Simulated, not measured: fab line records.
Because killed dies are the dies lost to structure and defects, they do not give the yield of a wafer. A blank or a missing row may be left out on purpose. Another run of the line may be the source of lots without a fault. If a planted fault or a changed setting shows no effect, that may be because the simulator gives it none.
fab line records	flow rit-cmos
[record] lots = 13	wafers = 39	last-day = 8
route steps=202 shown SDANNEAL@156 PSD@157 NSD@158 PLDD@159 M1@202
lots that met no fault: from a run of the same line without faults
start-h: hours from the record's first day to the start of the lot's first wafer shown	wait-h: hours elapsed since this lot's preceding step	" as in the row above	L1.1+2: a row that stands for several wafers	- no value, or no start given	* or withheld: withheld	< > ~ a bound
route shown NAME@n: NAME is a module with steps in the file, n the number in the route of the first one	usual: mean/standard deviation of fault-free wafers	same: alike in all rows	chamber/n: place in a boat	sites: per-site readings	_std_site: the standard deviation of these	_edge_site: inner sites' mean taken away from outer sites' mean	radius-mm: for every site, how far away it sits from the centre of the wafer	mask NAME#n: copy n	behind: tool/chamber where the wafer was last shaped	hold: why the lot went on hold/how many hours it stayed there/how the hold came to an end	device: whichever transistor did not switch (one of n, p or np)	end of line: at the end of the route, the tests of the same wafers	for a step that has no rows: nothing shown but its recipe	killed: the dies lost at the first sort to structure and to defects; this is not the yield of the wafer	map: per-die view of a wafer (x killed, . not killed, _ where there is no die)
set.NAME: the setting the step ran with; set.NAME@STEP: the setting that earlier step ran with	model.NAME: the simulator's own value behind a step, which no gauge read
a sample of lots followed through the steps of the route, with each step as a table and each wafer as a row
[[steps]]
[step RIT_SDANNEAL_RTA_03]
[recipe] temp-c = 1050	time-s = 5	idle-temp-c = 600	ramp-up-c-per-s = 342	ramp-down-c-per-s = 171	cool-to-c = 600	ambient = N2
[usual] wafer_temp_C_max = 1053.4/1.3
lot.wafer	tool	chamber	start-h	wait-h	wafer_temp_C_max
L233.2	rtp-anneal-02	0	56.36	0.0	1058.2
L233.5	"	0	"	"	1056.1
L233.6	"	0	"	"	1053.0
L235.3	rtp-anneal-01	0	64.99	0.0	1053.3
L235.5	"	0	"	"	1052.1
L235.6	"	0	"	"	1053.2
L234.1	rtp-anneal-02	0	65.74	0.0	1052.3
L234.3	"	0	"	"	1054.3
L234.4	"	0	"	"	1052.2
L236.2	rtp-anneal-01	0	77.00	0.0	1052.2
L236.5	"	0	"	"	1053.5
L236.6	"	0	"	"	1054.6
L237.3	rtp-anneal-02	0	83.43	0.0	1053.3
L237.4	"	0	"	"	1052.0
L237.6	"	0	"	"	1052.9
L238.1	rtp-anneal-01	0	86.10	0.0	1054.0
L238.3	"	0	"	"	1052.8
L238.5	"	0	"	"	1057.4
L239.3	rtp-anneal-02	0	86.39	0.0	1051.3
L239.4	"	0	"	"	1053.4
L239.6	"	0	"	"	1052.5
L242.1	rtp-anneal-01	0	107.70	0.0	1053.2
L242.2	"	0	"	"	1053.9
L242.5	"	0	"	"	1051.3
L246.2	rtp-anneal-01	0	130.37	0.0	1033.4
L246.3	"	0	"	"	1034.6
L246.5	"	0	"	"	1035.3
L248.2	rtp-anneal-01	0	142.88	0.0	1032.3
L248.3	"	0	"	"	1033.0
L248.6	"	0	"	"	1032.5
L251.2	rtp-anneal-02	0	156.11	0.0	1051.7
L251.5	"	0	"	"	1054.2
L251.6	"	0	"	"	1053.0
L253.1	rtp-anneal-02	0	162.68	0.0	1054.4
L253.2	"	0	"	"	1055.5
L253.6	"	0	"	"	1054.2
L255.2	rtp-anneal-02	0	177.37	0.0	1053.4
L255.3	"	0	"	"	1052.8
L255.5	"	0	"	"	1055.5
[step RIT_SDANNEAL_RS_MEAS_04]
[recipe] thk-meas-gauge = four-point-probe
[usual] PSD_RS = 115.9/0.31
lot.wafer	tool	chamber	start-h	wait-h	PSD_RS[ohm/sq]
L233.2	film-metro-01	-	56.43	0.1	116.2
L233.5	"	-	"	"	116.3
L233.6	"	-	"	"	116.3
L235.3	film-metro-02	-	65.07	0.1	115.6
L235.5	"	-	"	"	115.7
L235.6	"	-	"	"	116.0
L234.1	film-metro-01	-	65.80	0.0	116.2
L234.3	"	-	"	"	116.4
L234.4	"	-	"	"	115.8
L236.2	film-metro-01	-	77.07	0.1	116.1
L236.5	"	-	"	"	116.0
L236.6	"	-	"	"	116.1
L237.3	film-metro-03	-	83.51	0.1	115.7
L237.4	"	-	"	"	115.8
L237.6	"	-	"	"	115.9
L238.1	film-metro-03	-	86.22	0.1	115.4
L238.3	"	-	"	"	115.7
L238.5	"	-	"	"	115.8
L239.3	film-metro-02	-	86.47	0.1	116.0
L239.4	"	-	"	"	115.6
L239.6	"	-	"	"	115.8
L242.1	film-metro-03	-	107.81	0.1	115.9
L242.2	"	-	"	"	116.0
L242.5	"	-	"	"	115.5
L246.2	film-metro-01	-	130.44	0.1	130.4
L246.3	"	-	"	"	130.1
L246.5	"	-	"	"	129.9
L248.2	film-metro-03	-	142.95	0.1	129.8
L248.3	"	-	"	"	130.0
L248.6	"	-	"	"	130.4
L251.2	film-metro-03	-	156.18	0.1	115.4
L251.5	"	-	"	"	115.6
L251.6	"	-	"	"	115.5
L253.1	film-metro-01	-	162.73	0.0	116.6
L253.2	"	-	"	"	116.3
L253.6	"	-	"	"	116.4
L255.2	film-metro-01	-	177.44	0.1	116.3
L255.3	"	-	"	"	115.9
L255.5	"	-	"	"	116.1
[step RIT_SDANNEAL_RS_MEAS_05]
[recipe] thk-meas-gauge = four-point-probe
[usual] NSD_RS = 84.61/0.26
lot.wafer	tool	chamber	start-h	wait-h	NSD_RS[ohm/sq]
L233.2	film-metro-01	-	56.55	0.1	84.58
L233.5	"	-	"	"	84.53
L233.6	"	-	"	"	84.52
L235.3	film-metro-02	-	65.19	0.1	84.49
L235.5	"	-	"	"	84.43
L235.6	"	-	"	"	84.55
L234.1	film-metro-01	-	65.92	0.1	84.48
L234.3	"	-	"	"	84.66
L234.4	"	-	"	"	84.53
L236.2	film-metro-01	-	77.19	0.1	84.80
L236.5	"	-	"	"	85.35
L236.6	"	-	"	"	84.75
L237.3	film-metro-03	-	83.63	0.1	84.57
L237.4	"	-	"	"	84.29
L237.6	"	-	"	"	84.00
L238.1	film-metro-03	-	86.34	0.1	84.33
L238.3	"	-	"	"	84.42
L238.5	"	-	"	"	84.29
L239.3	film-metro-02	-	86.59	0.1	84.64
L239.4	"	-	"	"	84.46
L239.6	"	-	"	"	84.72
L242.1	film-metro-03	-	107.93	0.1	84.78
L242.2	"	-	"	"	84.74
L242.5	"	-	"	"	84.82
L246.2	film-metro-01	-	130.56	0.1	85.32
L246.3	"	-	"	"	85.31
L246.5	"	-	"	"	85.30
L248.2	film-metro-03	-	143.07	0.1	85.58
L248.3	"	-	"	"	85.32
L248.6	"	-	"	"	85.39
L251.2	film-metro-03	-	156.30	0.1	84.36
L251.5	"	-	"	"	84.12
L251.6	"	-	"	"	84.16
L253.1	film-metro-01	-	162.85	0.1	84.60
L253.2	"	-	"	"	85.08
L253.6	"	-	"	"	84.70
L255.2	film-metro-01	-	177.56	0.1	84.73
L255.3	"	-	"	"	84.76
L255.5	"	-	"	"	84.87
[step RIT_SDANNEAL_RS_MEAS_06]
[recipe] thk-meas-gauge = four-point-probe
[usual] PLDD_RS = 178.7/0.52
lot.wafer	tool	chamber	start-h	wait-h	PLDD_RS[ohm/sq]
L233.2	film-metro-01	-	56.67	0.1	179.3
L233.5	"	-	"	"	179.7
L233.6	"	-	"	"	179.1
L235.3	film-metro-02	-	65.31	0.1	178.3
L235.5	"	-	"	"	178.6
L235.6	"	-	"	"	178.3
L234.1	film-metro-01	-	66.04	0.1	179.0
L234.3	"	-	"	"	179.0
L234.4	"	-	"	"	178.3
L236.2	film-metro-01	-	77.31	0.1	179.0
L236.5	"	-	"	"	179.1
L236.6	"	-	"	"	179.1
L237.3	film-metro-03	-	83.75	0.1	178.4
L237.4	"	-	"	"	178.6
L237.6	"	-	"	"	178.4
L238.1	film-metro-03	-	86.46	0.1	178.4
L238.3	"	-	"	"	178.3
L238.5	"	-	"	"	178.1
L239.3	film-metro-02	-	86.71	0.1	178.7
L239.4	"	-	"	"	178.8
L239.6	"	-	"	"	178.8
L242.1	film-metro-03	-	108.05	0.1	178.0
L242.2	"	-	"	"	178.5
L242.5	"	-	"	"	177.9
L246.2	film-metro-01	-	130.68	0.1	194.7
L246.3	"	-	"	"	194.3
L246.5	"	-	"	"	194.4
L248.2	film-metro-03	-	143.19	0.1	193.5
L248.3	"	-	"	"	194.0
L248.6	"	-	"	"	194.4
L251.2	film-metro-03	-	156.42	0.1	178.2
L251.5	"	-	"	"	178.0
L251.6	"	-	"	"	178.3
L253.1	film-metro-01	-	162.97	0.1	179.0
L253.2	"	-	"	"	178.9
L253.6	"	-	"	"	178.7
L255.2	film-metro-01	-	177.68	0.1	178.4
L255.3	"	-	"	"	178.9
L255.5	"	-	"	"	179.0
[step RIT_M1_PROBE_99]
[usual] killed_at_M0_to_M3 = 0.0/0.083	killed-at-contacts = 0.0/0.16	killed-at-front-end = 7/3.1	killed-dies = 7/3.1	killed-on-rim = 1.9/1.4	killed-open = 3.6/2.2	killed-short = 3.4/2.1
[same] gross-dies = 264	killed_at_M4_up = 0	killed-at-back-side = 0	killed-at-other = 0
lot.wafer	tool	chamber	start-h	wait-h	killed_at_M0_to_M3	killed-at-contacts	killed-at-front-end	killed-dies	killed-on-rim	killed-open	killed-short
L233.2	prober-01	-	63.90	0.1	0	0	6	6	2	2	3
L233.5	prober-01	-	64.05	0.2	0	0	6	6	2	2	4
L233.6	prober-01	-	64.10	0.2	0	0	6	6	2	2	4
L236.2	prober-02	-	84.37	0.1	0	0	7	7	2	3	4
L236.5	prober-02	-	84.52	0.2	0	0	8	8	1	6	2
L236.6	prober-02	-	84.57	0.2	0	0	4	4	2	1	3
L242.1	prober-02	-	115.19	0.1	0	0	10	10	5	7	3
L242.2	prober-02	-	115.24	0.1	0	0	11	11	5	7	4
L242.5	prober-02	-	115.39	0.2	0	0	5	5	0	2	3
L246.2	prober-02	-	137.95	0.1	0	0	6	6	3	5	1
L246.3	prober-02	-	138.00	0.2	0	0	4	4	1	2	2
L246.5	prober-02	-	138.10	0.2	0	0	3	3	1	1	2
L248.2	prober-02	-	150.37	0.1	0	0	5	5	2	2	3
L248.3	prober-02	-	150.42	0.2	0	0	4	4	2	4	0
L248.6	prober-02	-	150.57	0.2	0	0	9	9	1	6	3
L251.2	prober-01	-	163.79	0.1	0	0	10	10	5	5	5
L251.5	prober-01	-	163.94	0.2	0	0	4	4	1	2	2
L251.6	prober-01	-	163.99	0.2	0	0	10	10	2	4	6
L253.1	prober-02	-	171.51	0.1	0	0	6	6	3	4	2
L253.2	prober-02	-	171.56	0.1	0	0	7	7	2	2	5
L253.6	prober-02	-	171.76	0.2	0	0	10	10	2	5	5
L255.2	prober-02	-	185.07	0.1	0	0	6	6	2	5	1
L255.3	prober-02	-	185.12	0.2	0	0	1	1	0	1	0
L255.5	prober-02	-	185.22	0.2	0	0	7	7	1	3	4
// killed by level:class
L233.2 FOX1:geometric-particle:short=2 GATE:geometric-particle:open=1 SPACER:geometric-particle:open=1 SPACER:geometric-particle:short=1 NRETRO:coat-microbubble-printed=1
L233.5 GATE:geometric-particle:short=2 REOX:geometric-particle:short=2 GATE:geometric-particle:open=1 REOX:geometric-particle:open=1
L233.6 REOX:geometric-particle:short=2 FOX1:geometric-particle:short=1 FOX1:geometric-particle:open=1 GATE:geometric-particle:short=1 GATE:geometric-particle:open=1
L236.2 GATE:geometric-particle:short=3 GATE:geometric-particle:open=2 FOX1:geometric-particle:short=1 REOX:geometric-particle:open=1
L236.5 GATE:geometric-particle:open=4 REOX:geometric-particle:open=2 GATE:geometric-particle:short=1 SILICIDE:geometric-particle:short=1
L236.6 GATE:geometric-particle:short=2 FOX1:geometric-particle:short=1 GATE:geometric-particle:open=1
L242.1 GATE:geometric-particle:open=3 SPACER:geometric-particle:open=2 FOX2:geometric-particle:short=1 REOX:geometric-particle:short=1 REOX:geometric-particle:open=1 SILICIDE:geometric-particle:short=1 SILICIDE:geometric-particle:open=1
L242.2 GATE:geometric-particle:short=2 REOX:geometric-particle:open=2 SPACER:geometric-particle:open=2 FOX1:geometric-particle:open=1 FOX2:geometric-particle:open=1 FOX2:geometric-particle:short=1 GATE:geometric-particle:open=1 REOX:geometric-particle:short=1
L242.5 GATE:geometric-particle:short=2 GATE:geometric-particle:open=1 SILICIDE:geometric-particle:open=1 SILICIDE:geometric-particle:short=1
L246.2 GATE:geometric-particle:open=2 REOX:geometric-particle:open=2 SILICIDE:geometric-particle:short=1 SILICIDE:geometric-particle:open=1
L246.3 FOX2:geometric-particle:short=1 GATE:geometric-particle:open=1 GATE:geometric-particle:short=1 SPACER:geometric-particle:open=1
L246.5 GATE:geometric-particle:short=2 GATE:geometric-particle:open=1
L248.2 GATE:geometric-particle:short=2 FOX1:geometric-particle:short=1 FOX2:geometric-particle:open=1 SILICIDE:geometric-particle:open=1
L248.3 FOX1:geometric-particle:open=1 GATE:geometric-particle:open=1 SPACER:geometric-particle:open=1 SILICIDE:geometric-particle:open=1
L248.6 FOX1:geometric-particle:open=3 GATE:geometric-particle:short=2 GATE:geometric-particle:open=1 REOX:geometric-particle:open=1 SILICIDE:geometric-particle:short=1 SILICIDE:geometric-particle:open=1
L251.2 FOX2:geometric-particle:open=2 GATE:geometric-particle:short=2 FOX1:geometric-particle:short=1 FOX1:geometric-particle:open=1 FOX2:geometric-particle:short=1 SPACER:geometric-particle:open=1 SPACER:geometric-particle:short=1 SILICIDE:geometric-particle:open=1
L251.5 FOX1:geometric-particle:open=1 FOX1:geometric-particle:short=1 GATE:geometric-particle:open=1 SPACER:geometric-particle:short=1
L251.6 GATE:geometric-particle:short=5 FOX2:geometric-particle:open=2 SPACER:geometric-particle:open=2 FOX1:geometric-particle:short=1
L253.1 GATE:geometric-particle:short=2 GATE:geometric-particle:open=2 FOX1:geometric-particle:open=1 REOX:geometric-particle:open=1
L253.2 GATE:geometric-particle:short=2 GATE:geometric-particle:open=2 FOX1:geometric-particle:short=1 SPACER:geometric-particle:short=1 REOX:geometric-particle:short=1
L253.6 GATE:geometric-particle:short=4 GATE:geometric-particle:open=3 FOX1:geometric-particle:open=1 SPACER:geometric-particle:short=1 SILICIDE:geometric-particle:open=1
L255.2 GATE:geometric-particle:open=3 FOX2:geometric-particle:open=1 SPACER:geometric-particle:open=1 SILICIDE:geometric-particle:short=1
L255.3 GATE:geometric-particle:open=1
L255.5 FOX2:geometric-particle:short=3 FOX1:geometric-particle:open=1 GATE:geometric-particle:short=1 GATE:geometric-particle:open=1 SPACER:geometric-particle:open=1
[[key]]
[first-sign] step = RIT_SDANNEAL_RTA_03	reading = wafer_temp_C_max	direction = down	sigmas = 15	usual = *	struck = *
[effect] step = RIT_SDANNEAL_RS_MEAS_04	reading = PSD_RS	direction = up	sigmas = 45	usual = 115.9	struck = 130.1
[effect] step = RIT_SDANNEAL_RS_MEAS_05	reading = NSD_RS	direction = up	sigmas = 2.9	usual = 84.61	struck = 85.37
[effect] step = RIT_SDANNEAL_RS_MEAS_06	reading = PLDD_RS	direction = up	sigmas = 30	usual = 178.7	struck = 194.2
met-at RIT_SDANNEAL_RTA_03
struck-lots L246,L248
tester-left-out L246,L248
onset-between 107.70 130.37
[fault] kind = process-parameter-drift	tool = rtp-anneal-01	chamber = -	onset-h = 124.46	steps = RIT_SDANNEAL_RTA_03	channel = temp-c	offset = *	shape = step	end-h = 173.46	acts-in = *	stated = *
// tester-left-out: of these lots the tester's yield and bins aren't shown, on N5 and GAA mostly nor the transistor test; their killed dies are dies lost to structure and defects alone, not to doping, threshold or leakage, so they don't give the yield
